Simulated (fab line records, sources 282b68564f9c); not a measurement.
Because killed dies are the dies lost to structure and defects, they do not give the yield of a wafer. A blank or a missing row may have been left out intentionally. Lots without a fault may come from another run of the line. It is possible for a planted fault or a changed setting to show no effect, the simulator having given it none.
Struck lot and sound lot, side by side	flow rit-cmos	33 out of 202 route steps
Sound: these wafers, L149.1, L149.2, L149.5. Struck: wafers L150.1, L150.4, L150.5. Last of all comes the cause.
For every step that has rows: the tool of each side, followed by ch and its chambers, followed by its first start. Under that, the readings that differ: sound wafers	struck wafers	difference of the means	sigmas: that difference in standard deviations of wafers without a fault.
alike: readings whose means differ by less than 2 such deviations, and words and numbers that are the same on both sides. not compared: withheld readings, readings that some wafer has no value for, bounds like >300 that may hide the same value, and numbers for which the record gives no deviation and whose values overlap.
A row with sigmas, a row that says differs or no value, or rows on one side alone: a step with any of these is where the two part. Numbers that don't overlap but have no deviation are shown without sigmas and don't part them. A reading missing from all wafers of one side parts the sides only when that side holds two or more wafers.

first, 1 step without rows for these wafers: RIT_PWELL_DEVELOP_05 (develop time 68 s).
RIT_PWELL_OVL_MEAS_06:
  sound on overlay-02, day 3 10:59; struck on overlay-02, day 3 14:37
  alike: PWELL_OVL
then, 2 steps without rows for these wafers: RIT_PWELL_HARDBAKE_07 (time 120 s); RIT_PWELL_IMPLANT_08.
RIT_PWELL_STRIP_09: strips in O2, time 180 s.
  sound on plasma-asher-03 ch 0,1, day 3 11:25; struck on plasma-asher-01 ch 0,1, day 3 15:02
  alike: chamber-pressure-mTorr, drypump-motor-current-A
  not compared: rf-hours-counter-h
RIT_PWELL_TW_MEAS_10:
  sound on film-metro-02, day 3 11:35; struck on film-metro-02, day 3 15:13
  alike: PWELL_TW
then, 1 step without rows for these wafers: RIT_WELLDRIVE_ANNEAL_00 (time 14700 s).
RIT_WELLDRIVE_RS_MEAS_01: uses a four-point probe to measure.
  sound on film-metro-01, day 3 16:48; struck on film-metro-02, day 3 21:37
  alike: NWELL_RS
RIT_WELLDRIVE_RS_MEAS_02: uses a four-point probe to measure.
  sound on film-metro-01, day 3 16:55; struck on film-metro-02, day 3 21:44
  alike: PWELL_RS
then, 3 steps without rows for these wafers: RIT_NRETRO_HMDS_00 (prime time 60 s); RIT_NRETRO_COAT_01 (resist thk 1300 nm); RIT_NRETRO_SOFTBAKE_02 (time 60 s).
RIT_NRETRO_EXPOSE_03: exposes mask M4, target cd 43900 nm.
  sound on iline-stepper-02 ch 0, day 3 17:29; struck on iline-stepper-01 ch 0, day 3 22:29
reading	sound	struck	difference	sigmas
mask	M4#0 M4#0 M4#0	M5#0 M5#0 M5#0	differs	
then, 2 steps without rows for these wafers: RIT_NRETRO_PEB_04; RIT_NRETRO_DEVELOP_05 (develop time 68 s).
RIT_NRETRO_OVL_MEAS_06:
  sound on overlay-02, day 3 17:55; struck on overlay-01, day 3 22:55
reading	sound	struck	difference	sigmas
NRETRO_OVL (nm)	-0.3 -0.8 -2.0	- - -	no value on the struck wafers	
then, 2 steps without rows for these wafers: RIT_NRETRO_HARDBAKE_07 (time 120 s); RIT_NRETRO_IMPLANT_08.
RIT_NRETRO_STRIP_09: strips in O2, time 180 s.
  sound on plasma-asher-02 ch 0,1, day 3 18:21; struck on plasma-asher-01 ch 1, day 3 23:21
reading	sound	struck	difference	sigmas
drypump-motor-current-A (A)	5.9 6.0 6.0	4.8 4.8 4.8	-1.2	-3
  alike: chamber-pressure-mTorr
  not compared: rf-hours-counter-h
RIT_NRETRO_TW_MEAS_10:
  sound on film-metro-02, day 3 18:32; struck on film-metro-02, day 3 23:31
reading	sound	struck	difference	sigmas
NRETRO_TW	1040 1043 1041	30 30 30	-1011	-99 or more
then, 6 steps without rows for these wafers: RIT_PRETRO_HMDS_00 (prime time 60 s); RIT_PRETRO_COAT_01 (resist thk 1300 nm); RIT_PRETRO_SOFTBAKE_02 (time 60 s); RIT_PRETRO_EXPOSE_03 (exposes mask M5, target cd 43700 nm); RIT_PRETRO_PEB_04; RIT_PRETRO_DEVELOP_05 (develop time 68 s).
RIT_PRETRO_OVL_MEAS_06:
  sound on overlay-01, day 3 19:28; struck on overlay-01, day 4 00:35
  alike: PRETRO_OVL
then, 2 steps without rows for these wafers: RIT_PRETRO_HARDBAKE_07 (time 120 s); RIT_PRETRO_IMPLANT_08.
RIT_PRETRO_STRIP_09: strips in O2, time 180 s.
  sound on plasma-asher-02 ch 0,1, day 3 19:54; struck on plasma-asher-02 ch 1, day 4 01:01
  alike: chamber-pressure-mTorr, drypump-motor-current-A
  not compared: rf-hours-counter-h
RIT_PRETRO_TW_MEAS_10:
  sound on film-metro-02, day 3 20:05; struck on film-metro-02, day 4 01:12
reading	sound	struck	difference	sigmas
PRETRO_TW	472 475 471	1063 1060 1064	+590	+99 or more
then, 1 step without rows for these wafers: RIT_GATE_WET_ETCH_00 (etches SiO2 in BOE, target depth 56 nm, time 60 s).
RIT_M1_PROBE_99:
  sound on prober-01, day 4 22:02; struck on prober-02, day 5 03:27
reading	sound	struck	difference	sigmas
killed-at-front-end	4 6 8	264 263 264	+258	+89
killed-dies	4 6 8	264 264 264	+258	+86
killed-on-rim	0 2 3	70 70 70	+68	+49
  alike: killed-at-contacts, killed-open, killed-short

== WHERE THEY PART ==
Earliest at RIT_NRETRO_EXPOSE_03; latest, in this record, at RIT_M1_PROBE_99.

WHY: whatever the simulator had introduced
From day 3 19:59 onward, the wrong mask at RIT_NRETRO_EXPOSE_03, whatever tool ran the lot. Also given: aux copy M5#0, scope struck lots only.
